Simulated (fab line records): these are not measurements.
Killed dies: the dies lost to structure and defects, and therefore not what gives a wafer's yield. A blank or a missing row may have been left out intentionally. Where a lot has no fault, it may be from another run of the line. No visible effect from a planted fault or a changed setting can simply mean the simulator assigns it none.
fab line records | flow berkeley-cmos170
[record] lots = 15 wafers = 45 last-day = 11
route steps=331 shown PVT@123
lots that met no fault: taken from a fault-free run of the same line
start-h: start of the lot's first displayed wafer, in hours after the record's first day | wait-h: hours elapsed since this lot's preceding step | " same as the row above | L1.1+2: several wafers, shown together as one row | - value missing, or start not given | * or withheld: withheld | < > ~ a bound
route shown NAME@n: NAME is a module with steps in the file, n the number in the route of the first one | usual: average and standard deviation across the fault-free wafers | same: alike in all rows | chamber/n: place in a boat | sites: each site's reading | _std_site: standard deviation across them | _edge_site: outer sites' mean less inner sites' | radius-mm: how far each site lies from the wafer's centre | mask NAME#n: copy n | behind: the most recent tool/chamber to have shaped the wafer | hold: reason for holding the lot/hours on hold/outcome of the hold | device: the transistor (n, p or np) that didn't switch | end of line: at the end of the route, the tests of the same wafers | a step given without rows: its recipe and nothing more | killed: not the wafer's yield, but the dies lost to structure and defects at the first sort | map: the dies of a wafer, with x for killed, . for not killed, _ for no die there
set.NAME: the setting as run; set.NAME@STEP: as run at that earlier step | model.NAME: the simulator's own value behind a step, which no gauge read
route steps across a sampled set of lots; one table per step, one row per wafer
services: a tool's chamber out of use, with start hour (start-h, from the record's first day; less than 0 if before it), hours out, and reason
[[steps]]
[step UCB170_PVT_STRIP_08]
[recipe] chemistry = O2 power-w = 400 pressure-mtorr = 3500 platen-temp-c = withheld o2-flow-sccm = 400 overash-fraction = 0.5
[usual] chamber-pressure-mTorr = 3500/3.3 drypump-motor-current-A = 5.7/0.35 oes-product-au = 0.734/0.0046 strip-time-to-endpoint-s = 21.68/0.084
// columns lot.wafer tool chamber start-h wait-h chamber-pressure-mTorr drypump-motor-current-A oes-product-au rf-hours-counter-h strip-time-to-endpoint-s
L231.1 plasma-asher-02 1 120.79 0.1 3492 5.8 0.732 37 21.88
L231.3 " 0 " " 3500 5.0 0.737 - 21.76
L231.4 " 1 " " 3498 5.8 0.739 - 21.76
L232.1 plasma-asher-03 1 120.96 0.1 3500 6.0 0.742 0 21.78
L232.3 " 1 " " 3496 6.0 0.736 - 21.59
L232.5 " 1 " " 3498 6.0 0.731 - 21.68
L236.3 plasma-asher-03 1 148.98 0.1 3500 6.0 0.736 - 21.66
L236.4 " 0 " " 3497 6.1 0.735 - 21.61
L236.5 " 0 " " 3503 6.1 0.727 - 21.64
L235.1 plasma-asher-01 1 149.35 0.1 3500 5.7 0.725 49 21.60
L235.5 " 1 " " 3502 5.7 0.742 - 21.61
L235.6 " 0 " " 3499 5.4 0.743 - 21.66
L237.2 plasma-asher-03 1 149.35 0.1 3498 6.0 0.734 3 21.72
L237.4 " 1 " " 3501 6.0 0.728 - 21.80
L237.5 " 1 " " 3499 6.0 0.726 - 21.80
L238.2 plasma-asher-02 0 157.53 0.1 3499 5.0 0.736 41 21.73
L238.3 " 1 " " 3503 5.9 0.737 - 21.76
L238.5 " 0 " " 3497 5.0 0.735 - 21.80
L239.1 plasma-asher-01 0 170.43 0.1 3502 5.4 0.734 51 21.66
L239.5 " 1 " " 3504 5.6 0.743 - 21.67
L239.6 " 0 " " 3500 5.4 0.729 - 21.72
L242.2 plasma-asher-02 1 170.74 0.1 - - - - -
L242.3 " 1 " " - - - - -
L242.6 " 0 " " - - - - -
L241.1 plasma-asher-01 1 171.02 0.1 - - - - -
L241.5 " 0 " " - - - - -
L241.6 " 1 " " - - - - -
L240.1 plasma-asher-03 1 171.13 0.1 - - - - -
L240.2 " 0 " " - - - - -
L240.3 " 0 " " - - - - -
L248.2 plasma-asher-03 0 193.76 0.1 3496 6.1 0.735 8 21.61
L248.3 " 1 " " 3499 6.0 0.727 - 21.67
L248.6 " 1 " " 3496 6.0 0.742 - 21.58
L246.1 plasma-asher-02 0 193.83 0.1 3497 5.0 0.733 45 21.75
L246.3 " 0 " " 3499 5.0 0.730 - 21.71
L246.6 " 0 " " 3504 5.0 0.734 - 21.76
L251.4 plasma-asher-01 1 211.77 0.1 3506 5.6 0.733 - 21.84
L251.5 " 0 " " 3498 5.4 0.729 - 21.75
L251.6 " 1 " " 3497 5.6 0.739 - 21.77
L252.1 plasma-asher-02 1 222.95 0.1 3498 5.8 0.740 49 21.53
L252.3 " 1 " " 3502 5.8 0.729 - 21.69
L252.5 " 0 " " 3503 5.0 0.737 - 21.69
L253.2 plasma-asher-01 1 229.45 0.1 3504 5.6 0.732 58 21.56
L253.5 " 1 " " 3503 5.6 0.732 - 21.58
L253.6 " 0 " " 3501 5.4 0.726 - 21.65
[[services]]
// columns tool chamber start-h hours kind
plasma-asher-03 - 108.75 9.0 pm
plasma-asher-03 0 108.75 9.0 vent-cycle
plasma-asher-03 1 108.75 9.0 vent-cycle
plasma-asher-03 0 117.75 - clean
plasma-asher-03 1 117.75 - clean
plasma-asher-03 - 145.40 1.4 repair
plasma-asher-01 - 187.48 1.1 repair
[[key]]
[first-sign] step = UCB170_PVT_STRIP_08 reading = tool-record direction = missing
effect none on later readings
met-at UCB170_PVT_STRIP_08
struck-lots L240,L241,L242
later-rows-left-out L240.1,L240.2,L240.3,L241.5,L241.6,L242.2
sort-left-out L240.1,L240.2,L240.3,L241.1,L241.5,L241.6,L242.2,L242.3,L242.6
tester-left-out L240,L241,L242
onset-between 170.43 170.74
[fault] kind = skipped-step-whole tool = plasma-asher-01,plasma-asher-02,plasma-asher-03 chamber = - onset-h = 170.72 steps = UCB170_PVT_STRIP_08 scope = struck-lots-only
// tester-left-out: of these lots the tester's yield and bins aren't shown, on N5 and GAA mostly nor the transistor test; their killed dies are dies lost to structure and defects alone, not to doping, threshold or leakage, so they don't give the yield
// sort-left-out: the simulated sort isn't trusted on such a fault, so these wafers' sort isn't shown, and their yield isn't known
// later-rows-left-out: the simulator's readings of these wafers behind a module that went badly wrong aren't trusted and aren't shown, but for the sort
